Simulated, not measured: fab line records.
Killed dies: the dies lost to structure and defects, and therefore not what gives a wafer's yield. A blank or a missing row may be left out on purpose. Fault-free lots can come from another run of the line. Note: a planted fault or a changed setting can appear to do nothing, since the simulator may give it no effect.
A lot that was struck, set against a sound lot + flow berkeley_cmos170 + 14 steps out of a route of 331
Sound: these wafers, L964.1, L964.5, L964.6. The struck wafers were L974.2, L974.3, L974.5. At the end, the cause is stated.
At each step with rows: each side's tool, then ch and its chambers, then its first start. Under that, the readings that differ: sound wafers + struck wafers + difference of the means + sigmas: that difference in standard deviations of wafers without a fault.
alike: same words and numbers on both sides, and readings whose means sit less than 2 such deviations apart. not compared: any withheld reading, any reading some wafer has no value for, any bound like >300 that may hide the same value, and any number with overlapping values for which the record gives no deviation.
A row with sigmas, a row that says differs or no value, or rows on one side alone: a step with any of these is where the two part. Numbers that have no deviation but don't overlap get no sigmas and don't part them. Lack of a reading on every wafer of one side parts them only where that side has two or more wafers.

UCB170_CONTACT_STRIP_06: strips in O2.
  sound on plasma_asher-01 ch 0,1, day 7 23:25; struck on plasma_asher-01 ch 0,1, day 10 10:35
  alike: drypump_motor_current_A, oes_product_au, strip_time_to_endpoint_s
  not compared: rf_hours_counter_h
then, 1 step without rows for these wafers: UCB170_CONTACT_CLEAN_07 (cleans in SPM, time 600 s).
UCB170_CONTACT_RTA_08: time 10 s.
  sound on rtp_anneal-01 ch 0, day 8 00:55; struck on rtp_anneal-02 ch 0, day 10 10:52
| reading            | sound          | struck         | difference | sigmas |
|--------------------|----------------|----------------|------------|--------|
| lamp_power_pct (%) | 21.9 21.9 21.9 | 25.5 25.5 25.5 | +3.6       | +2     |
  alike: wafer_temp_C_max
then, 6 steps without rows for these wafers: UCB170_CONTACT_COAT_09; UCB170_CONTACT_COAT_10 (resist thk 900 nm); UCB170_CONTACT_SOFTBAKE_11 (time 60 s); UCB170_CONTACT_EXPOSE_12 (exposes mask CONT, target cd 700 nm); UCB170_CONTACT_PEB_13; UCB170_CONTACT_DEVELOP_14 (develop time 45 s).
UCB170_CONTACT_CD_MEAS_15: target cd 700 nm.
  sound on cd_sem-01, day 8 01:50; struck on cd_sem-01, day 10 11:47
  alike: cd_nm
UCB170_CONTACT_OVL_MEAS_16:
  sound on overlay-02, day 8 01:57; struck on overlay-02, day 10 11:53
| reading          | sound    | struck    | difference | sigmas |
|------------------|----------|-----------|------------|--------|
| CONTACT_OVL (nm) | 10 14 10 | -12 -2 -5 | -18        | -3     |
UCB170_CONTACT_ETCH_17: etches BARC in N2/H2.
  sound on rie_diel-02 ch 0,2,3, day 8 01:59; struck on rie_diel-02 ch 1,2,3, day 10 11:55
  alike: drypump_motor_current_A, oes_product_au, throttle_valve_pct
UCB170_CONTACT_ETCH_18: etches PSG in CHF3/CF4/Ar, stops on TiSi2, target depth 840 nm, time 195 s.
  sound on rie_diel-02 ch 0,2,3, day 8 02:00; struck on rie_diel-02 ch 1,2,3, day 10 11:00
| reading                                  | sound             | struck            | difference | sigmas |
|------------------------------------------|-------------------|-------------------|------------|--------|
| oes_product_au (a.u.)                    | 0.870 0.877 0.897 | 0.950 0.970 0.951 | +0.076     | +5     |
| run_length_s (s)                         | 224.0 224.0 223.6 | 214.3 213.9 214.2 | -9.7       | -26    |
| model.KrF_of_CONTACT_COAT_10.thk_nm (nm) | 689.6 692.1 694.4 | 704.1 701.1 701.4 | +10.2      |        |
  alike: drypump_motor_current_A, throttle_valve_pct
  not compared: rf_hours_counter_h
UCB170_CONTACT_STRIP_19: strips in O2.
  sound on plasma_asher-04 ch 0,1, day 8 02:10; struck on plasma_asher-02 ch 0, day 10 12:05
  alike: drypump_motor_current_A, oes_product_au
  not compared: rf_hours_counter_h

== WHERE THEY PART ==
At UCB170_CONTACT_RTA_08 first; at UCB170_CONTACT_ETCH_18 last (within this record only). Later steps at which nothing parts them and some readings are alike: UCB170_CONTACT_STRIP_19.

WHY: what the simulator had put in
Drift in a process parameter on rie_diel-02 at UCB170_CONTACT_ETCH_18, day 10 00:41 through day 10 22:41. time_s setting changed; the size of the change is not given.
